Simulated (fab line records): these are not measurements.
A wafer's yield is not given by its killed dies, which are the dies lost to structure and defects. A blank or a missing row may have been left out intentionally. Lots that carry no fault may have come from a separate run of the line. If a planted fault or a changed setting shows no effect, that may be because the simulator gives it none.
Which tool is to blame? / flow berkeley-cmos170 / 7 lots with 21 wafers sampled at 2 steps, on a route of 331 steps

== WHAT THE GAUGES SHOWED, per wafer ==
UCB170_NLDD_TW_MEAS_11.
lot=L307; measured=day 6 13:41; on=film-metro-03; NLDD_TW=2212 2237 2240
lot=L312; measured=day 7 14:00; on=film-metro-04; NLDD_TW=2207 2214 2226
lot=L313; measured=day 8 03:45; on=film-metro-04; NLDD_TW=2209 2224 2207
lot=L316; measured=day 8 20:56; on=film-metro-04; NLDD_TW=2218 2209 2204
lot=L325; measured=day 10 08:38; on=film-metro-01; NLDD_TW=2074 2098 2086 2080 2085 2087
lot=L327; measured=day 11 05:09; on=film-metro-04; NLDD_TW=2240 2214 2221
lot=L328; measured=day 11 09:34; on=film-metro-03; NLDD_TW=2254 2246 2244

== WHAT TOOL EACH LOT RAN ON (gives the tool, then ch and the chambers of the sampled wafers, and finally the start) ==
lot=L307; UCB170_NLDD_IMPLANT_09=implanter-03 ch 0, day 6 13:26
lot=L312; UCB170_NLDD_IMPLANT_09=implanter-02 ch 0, day 7 13:46
lot=L313; UCB170_NLDD_IMPLANT_09=implanter-03 ch 0, day 8 03:31
lot=L316; UCB170_NLDD_IMPLANT_09=implanter-02 ch 0, day 8 20:41
lot=L325; UCB170_NLDD_IMPLANT_09=implanter-03 ch 0, day 10 08:23
lot=L327; UCB170_NLDD_IMPLANT_09=implanter-04 ch 0, day 11 04:54
lot=L328; UCB170_NLDD_IMPLANT_09=implanter-02 ch 0, day 11 09:19
- UCB170_NLDD_IMPLANT_09

== THE ANSWER, worked out from the rows above alone ==
Rule: usual is defined by the lots themselves. Put in order of their means at a reading, lots are off if they are a third of the lots or fewer, leave a main group of 4 or more, and stand apart from it by a gap of 3 or more times the standard deviation of the main group's means; of several such gaps the widest counts. A main group whose means are all the same, to the digits that the tables above print for the reading, isn't used. A lot without any number at a reading at which 4 lots or more have one is off too. The other lots that the step has rows for count as sound.
Off: L325, at UCB170_NLDD_TW_MEAS_11 (NLDD_TW). Mean 2224 and standard deviation 13 in the main group.
A tool fits if, at a process step before that reading, it ran every lot that is off, and no sound lot after the first of them. The gauges at UCB170_NLDD_TW_MEAS_11 are tried like those tools. Can't be told from this: 2 tools fit, implanter-03 at UCB170_NLDD_IMPLANT_09, film-metro-01 at UCB170_NLDD_TW_MEAS_11.

== WHAT WAS PUT IN BY THE SIMULATOR ==
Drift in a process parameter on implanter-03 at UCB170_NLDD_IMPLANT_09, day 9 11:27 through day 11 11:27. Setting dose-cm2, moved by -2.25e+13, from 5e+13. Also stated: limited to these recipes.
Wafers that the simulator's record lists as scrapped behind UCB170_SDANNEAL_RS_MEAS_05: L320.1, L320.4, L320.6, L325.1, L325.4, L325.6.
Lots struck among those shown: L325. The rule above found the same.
